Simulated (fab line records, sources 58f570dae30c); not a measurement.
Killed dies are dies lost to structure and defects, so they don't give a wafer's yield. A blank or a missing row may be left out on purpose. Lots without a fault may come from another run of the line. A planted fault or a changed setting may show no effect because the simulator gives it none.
fab line records | flow berkeley_cmos170
record lots=6 wafers=18 last_day=12
route steps=331 shown CONTACT@221
lots that met no fault: from a run of the same line without faults
start_h: hours from the record's first day to the start of the lot's first wafer shown | wait_h: hours since the lot's step before | " the same as in the row above | L1.1+2: a row that stands for several wafers | - no value, or no start given | * or withheld: withheld | < > ~ a bound
route shown NAME@n: a module of which the file shows steps, and the number in the route of the first | usual: mean/standard deviation of fault-free wafers | same: alike in all rows | chamber/n: place in a boat | sites: the reading at each site | _std_site: their standard deviation | _edge_site: outer sites' mean less inner sites' | radius_mm: how far each site lies from the wafer's centre | mask NAME#n: copy n | behind: the tool/chamber that last shaped the wafer | hold: why the lot was held/for how many hours/how that ended | device: the transistor (n, p or np) that didn't switch | end of line: the same wafers' tests at the end of the route | a step without rows: its recipe alone | killed: dies lost to structure and defects at the first sort, not the wafer's yield | map: a wafer's dies, x killed, . not, _ none there
set.NAME: the setting as run; set.NAME@STEP: as run at that earlier step | model.NAME: the simulator's own value behind a step, which no gauge read
lots at some steps of the route; a table a step, a row a wafer
services: from which hour (start_h, from the record's first day; less than 0 if before it) a tool's chamber was out of use, for how many hours, and why
## steps
# step UCB170_CONTACT_SOFTBAKE_05
# recipe resist=KrF temp_c=130 time_s=60
# step UCB170_CONTACT_STRIP_06
# recipe chemistry=O2 power_w=400 pressure_mtorr=3500 platen_temp_c=withheld o2_flow_sccm=400 overash_fraction=0.5
# usual drypump_motor_current_A=5.56/0.28 oes_product_au=0.735/0.0043 strip_time_to_endpoint_s=21.97/0.066
# columns lot.wafer tool chamber start_h wait_h drypump_motor_current_A oes_product_au rf_hours_counter_h strip_time_to_endpoint_s
L941.1 plasma_asher-04 0 224.09 0.1 5.55 0.737 53 21.90
L941.3 " 1 " " 5.89 0.737 - 21.94
L941.4 " 0 " " 5.54 0.733 - 21.96
L940.2 plasma_asher-01 0 225.05 0.1 5.02 0.738 53 22.02
L940.5 " 1 " " 5.66 0.737 - 21.92
L940.6 " 0 " " 5.02 0.735 - 21.92
L939.2 plasma_asher-02 1 226.84 0.1 5.50 0.743 46 21.95
L939.4 " 1 " " 5.51 0.730 - 21.94
L939.6 " 1 " " 5.51 0.741 - 21.89
L942.3 plasma_asher-01 0 227.05 0.1 5.01 0.735 - 21.97
L942.4 " 1 " " 5.66 0.737 - 21.92
L942.5 " 0 " " 5.00 0.733 - 21.92
L947.1 plasma_asher-01 1 265.78 0.1 5.65 0.728 57 22.00
L947.2 " 0 " " 5.01 0.734 57 22.03
L947.3 " 1 " " 5.66 0.727 - 21.96
L948.1 plasma_asher-01 1 266.33 0.1 5.67 0.744 57 21.91
L948.4 " 1 " " 5.67 0.730 - 21.92
L948.6 " 1 " " 5.68 0.741 - 21.98
# step UCB170_CONTACT_CLEAN_07
# recipe chemistry=SPM temp_c=120 time_s=600
# step UCB170_CONTACT_RTA_08
# recipe temp_c=900 time_s=10 ambient=N2
# usual lamp_power_pct=25.4/0.37 wafer_temp_C_max=904.2/1
# columns lot.wafer tool chamber start_h wait_h lamp_power_pct wafer_temp_C_max
L941.1 rtp_anneal-01 0 224.36 0.0 25.0 904.6
L941.3 " 0 " " 25.0 905.0
L941.4 " 0 " " 25.0 904.3
L940.2 rtp_anneal-02 0 225.34 0.0 25.8 904.4
L940.5 " 0 " " 25.8 903.7
L940.6 " 0 " " 25.8 903.1
L939.2 rtp_anneal-01 0 227.12 0.0 25.0 905.5
L939.4 " 0 " " 25.0 903.9
L939.6 " 0 " " 25.0 905.3
L942.3 rtp_anneal-02 0 227.32 0.0 25.7 903.3
L942.4 " 0 " " 25.7 903.9
L942.5 " 0 " " 25.7 903.7
L947.1 rtp_anneal-02 0 266.05 0.0 25.7 903.2
L947.2 " 0 " " 25.8 904.2
L947.3 " 0 " " 25.7 904.4
L948.1 rtp_anneal-01 0 266.60 0.0 25.1 906.2
L948.4 " 0 " " 25.0 907.2
L948.6 " 0 " " 25.0 905.6
# step UCB170_CONTACT_COAT_09
# recipe resist=BARC temp_c=withheld time_s=withheld spin_rpm=3000 resist_thk_nm=withheld
# step UCB170_CONTACT_COAT_10
# recipe resist=KrF spin_rpm=1500 resist_thk_nm=900
# step UCB170_CONTACT_SOFTBAKE_11
# recipe resist=KrF temp_c=130 time_s=60
# step UCB170_CONTACT_EXPOSE_12
# recipe mask_id=CONT target_cd_nm=700 na=0.5 sigma_outer=0.6 source_shape=conventional dose_mj=35
# step UCB170_CONTACT_PEB_13
# recipe peb_temp_c=129.5 peb_time_s=withheld resist=KrF
# step UCB170_CONTACT_DEVELOP_14
# recipe developer=TMAH develop_time_s=45 resist=KrF dev_temp_c=21
# step UCB170_CONTACT_CD_MEAS_15
# recipe target_cd_nm=700
# usual cd_nm=700.3/1.4
# columns lot.wafer tool chamber start_h wait_h cd_nm
L941.1 cd_sem-02 - 225.40 - 701.7
L941.3 " - " " 701.9
L941.4 " - " " 701.4
L940.2 cd_sem-02 - 226.38 - 703.5
L940.5 " - " " 703.6
L940.6 " - " " 702.6
L939.2 cd_sem-02 - 228.17 - 700.3
L939.4 " - " " 700.1
L939.6 " - " " 700.8
L942.3 cd_sem-02 - 228.44 - 699.1
L942.4 " - " " 698.7
L942.5 " - " " 700.1
L947.1 cd_sem-01 - 267.12 - 698.4
L947.2 " - " " 697.0
L947.3 " - " " 699.0
L948.1 cd_sem-01 - 267.78 - 698.9
L948.4 " - " " 697.1
L948.6 " - " " 697.6
# step UCB170_CONTACT_OVL_MEAS_16
# usual CONTACT_OVL=1/5.7
# columns lot.wafer tool chamber start_h wait_h CONTACT_OVL[nm]
L941.1 overlay-02 - 225.52 0.1 1
L941.3 " - " " 0
L941.4 " - " " -2
L940.2 overlay-01 - 226.49 0.1 -5
L940.5 " - " " 2
L940.6 " - " " -2
L939.2 overlay-01 - 228.27 0.1 -1
L939.4 " - " " 5
L939.6 " - " " -3
L942.3 overlay-02 - 228.54 0.1 -5
L942.4 " - " " -7
L942.5 " - " " -2
L947.1 overlay-01 - 267.24 0.1 1
L947.2 " - " " -1
L947.3 " - " " -6
L948.1 overlay-02 - 267.90 0.1 2
L948.4 " - " " -6
L948.6 " - " " 0
# step UCB170_CONTACT_ETCH_17
# recipe chemistry=N2/H2 target_depth_a=withheld overetch_a=withheld target=BARC time_s=withheld source_w=500 bias_w=100 pressure_mtorr=30 n2_flow_sccm=100 h2_flow_sccm=200
# usual bias_w=100.0/0.33 chamber_pressure_mTorr=30.002/0.028 drypump_motor_current_A=5.5/0.32 oes_product_au=0.999/0.022 throttle_valve_pct=13.32/0.12
# columns lot.wafer tool chamber start_h wait_h bias_w chamber_pressure_mTorr drypump_motor_current_A oes_product_au throttle_valve_pct
L941.1 rie_diel-01 0 225.55 0.0 100.5 29.985 5.6 0.998 13.49
L941.3 " 1 " " 99.4 30.043 5.5 0.966 13.38
L941.4 " 2 " " 100.3 30.013 5.4 1.005 13.16
L940.2 rie_diel-02 1 226.52 0.0 100.7 29.945 5.0 1.020 13.24
L940.5 " 0 " " 100.4 30.034 4.9 0.999 13.39
L940.6 " 3 " " 100.3 30.011 5.8 1.037 13.42
L939.2 rie_diel-01 1 228.30 0.0 - - - - -
L939.4 " 0 " " - - - - -
L939.6 " 0 " " - - - - -
L942.3 rie_diel-02 0 228.56 0.0 - - - - -
L942.4 " 1 " " - - - - -
L942.5 " 0 " " - - - - -
L947.1 rie_diel-01 1 267.27 0.0 100.2 29.964 5.5 0.965 13.37
L947.2 " 0 " " 99.7 30.038 5.6 1.010 13.49
L947.3 " 3 " " 99.5 30.008 5.8 1.015 13.36
L948.1 rie_diel-01 3 267.93 0.0 100.1 30.019 5.8 1.015 13.35
L948.4 " 1 " " 99.7 29.989 5.5 0.961 13.38
L948.6 " 3 " " 100.2 29.944 5.8 1.003 13.36
# step UCB170_CONTACT_ETCH_18
# recipe chemistry=CHF3/CF4/Ar target=PSG stop_on=TiSi2 CHF3_flow_sccm=45 cf4_flow_sccm=15 Ar_flow_sccm=150 pressure_mtorr=200 rf_w=700 target_depth_a=8400 over_etch_frac=0.2 time_s=195
# usual CHF3_flow_sccm=45.00/0.13 cf4_flow_sccm=15.01/0.047 drypump_motor_current_A=5.4/0.32 oes_product_au=0.881/0.016 throttle_valve_pct=6.96/0.1
# columns lot.wafer tool chamber start_h wait_h CHF3_flow_sccm cf4_flow_sccm drypump_motor_current_A oes_product_au rf_hours_counter_h throttle_valve_pct
L941.1 rie_diel-01 0 - - 45.09 15.04 5.6 0.891 70 7.08
L941.3 " 1 " " 45.11 15.05 5.5 0.860 9 6.97
L941.4 " 2 " " 45.21 14.96 5.4 0.869 34 6.85
L940.2 rie_diel-02 1 - - 45.07 14.93 4.9 0.881 111 6.94
L940.5 " 0 " " 44.96 15.00 4.9 0.901 - 7.05
L940.6 " 3 " " 45.16 15.04 5.8 0.901 - 7.00
L939.2 rie_diel-01 1 - - 45.06 14.98 5.5 0.365 9 6.98
L939.4 " 0 " " 44.89 14.99 5.6 0.380 70 7.07
L939.6 " 0 " " 45.05 14.97 5.6 0.381 - 7.07
L942.3 rie_diel-02 0 - - 45.03 14.96 4.9 0.381 38 7.06
L942.4 " 1 " " 44.90 15.03 5.0 0.376 112 6.95
L942.5 " 0 " " 45.05 15.03 4.9 0.378 - 7.06
L947.1 rie_diel-01 1 - - 45.02 15.00 5.5 0.856 11 6.97
L947.2 " 0 " " 44.79 15.01 5.6 0.892 71 7.08
L947.3 " 3 " " 44.96 15.07 5.8 0.896 136 6.99
L948.1 rie_diel-01 3 - - 45.00 15.02 5.8 0.894 136 6.98
L948.4 " 1 " " 44.92 15.04 5.5 0.849 11 6.98
L948.6 " 3 " " 44.81 14.99 5.8 0.885 - 6.98
# step UCB170_CONTACT_STRIP_19
# recipe chemistry=O2 power_w=400 pressure_mtorr=3500 platen_temp_c=withheld o2_flow_sccm=400 overash_fraction=0.5
# usual drypump_motor_current_A=5.57/0.28 oes_product_au=0.725/0.0044
# columns lot.wafer tool chamber start_h wait_h drypump_motor_current_A oes_product_au rf_hours_counter_h
L941.1 plasma_asher-02 0 225.72 - 5.78 0.726 46
L941.3 " 1 " " 5.51 0.718 -
L941.4 " 0 " " 5.80 0.717 -
L940.2 plasma_asher-04 1 226.69 - 5.92 0.728 53
L940.5 " 0 " " 5.55 0.727 -
L940.6 " 1 " " 5.90 0.731 -
L939.2 plasma_asher-04 0 228.47 - 5.58 0.723 53
L939.4 " 0 " " 5.54 0.724 -
L939.6 " 0 " " 5.55 0.733 -
L942.3 plasma_asher-01 1 228.76 - 5.66 0.725 -
L942.4 " 0 " " 5.01 0.730 -
L942.5 " 1 " " 5.64 0.722 -
L947.1 plasma_asher-01 0 267.44 - 5.01 0.723 58
L947.2 " 1 " " 5.67 0.723 58
L947.3 " 1 " " 5.65 0.718 -
L948.1 plasma_asher-04 0 268.10 - 5.53 0.725 56
L948.4 " 1 " " 5.92 0.722 -
L948.6 " 1 " " 5.89 0.726 -
# step UCB170_CONTACT_CD_MEAS_90
# recipe target_cd_nm=700
# usual cd_nm=700.3/1.5
# columns lot.wafer tool chamber start_h wait_h cd_nm
L941.1 cd_sem-01 - 225.82 0.1 700.6
L941.3 " - " " 701.9
L941.4 " - " " 701.4
L940.2 cd_sem-01 - 226.81 0.1 703.0
L940.5 " - " " 702.9
L940.6 " - " " 702.9
L939.2 cd_sem-02 - 228.59 0.1 -
L939.4 " - " " -
L939.6 " - " " -
L942.3 cd_sem-01 - 228.88 0.1 -
L942.4 " - " " -
L942.5 " - " " -
L947.1 cd_sem-02 - 267.54 0.1 698.5
L947.2 " - " " 696.1
L947.3 " - " " 699.2
L948.1 cd_sem-01 - 268.20 0.1 699.0
L948.4 " - " " 697.5
L948.6 " - " " 697.4
# step UCB170_CONTACT_CLEAN_20
# recipe chemistry=SPM temp_c=120 time_s=600
## services
# columns tool chamber start_h hours kind
rie_diel-01 - 234.44 2.8 pm
rie_diel-02 - 244.89 2.8 pm
rie_diel-01 0 254.25 9.5 repair
plasma_asher-04 - 261.47 6.5 repair
## key
first_sign step=UCB170_CONTACT_ETCH_17 reading=tool_record direction=missing
effect step=UCB170_CONTACT_ETCH_18 reading=oes_product_au direction=down sigmas=31 usual=0.881 struck=0.377
effect step=UCB170_CONTACT_CD_MEAS_90 reading=cd_nm direction=missing
met_at UCB170_CONTACT_ETCH_17
struck_wafers L939.2,L939.4,L939.6,L942.3,L942.4,L942.5
later_rows_left_out L939.2,L939.4,L939.6,L942.3,L942.4,L942.5
sort_left_out L939.2,L939.4,L939.6,L942.3,L942.4,L942.5
tester_left_out L939,L942
onset_between 226.52 228.30
fault kind=skipped_step_whole tool=rie_diel-01,rie_diel-02 chamber=- onset_h=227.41 steps=UCB170_CONTACT_ETCH_17 scope=struck_lots_only
# tester_left_out: of these lots the tester's yield and bins aren't shown, on N5 and GAA mostly nor the transistor test; their killed dies are dies lost to structure and defects alone, not to doping, threshold or leakage, so they don't give the yield
# sort_left_out: the simulated sort isn't trusted on such a fault, so these wafers' sort isn't shown, and their yield isn't known
# later_rows_left_out: the simulator's readings of these wafers behind a module that went badly wrong aren't trusted and aren't shown, but for the sort
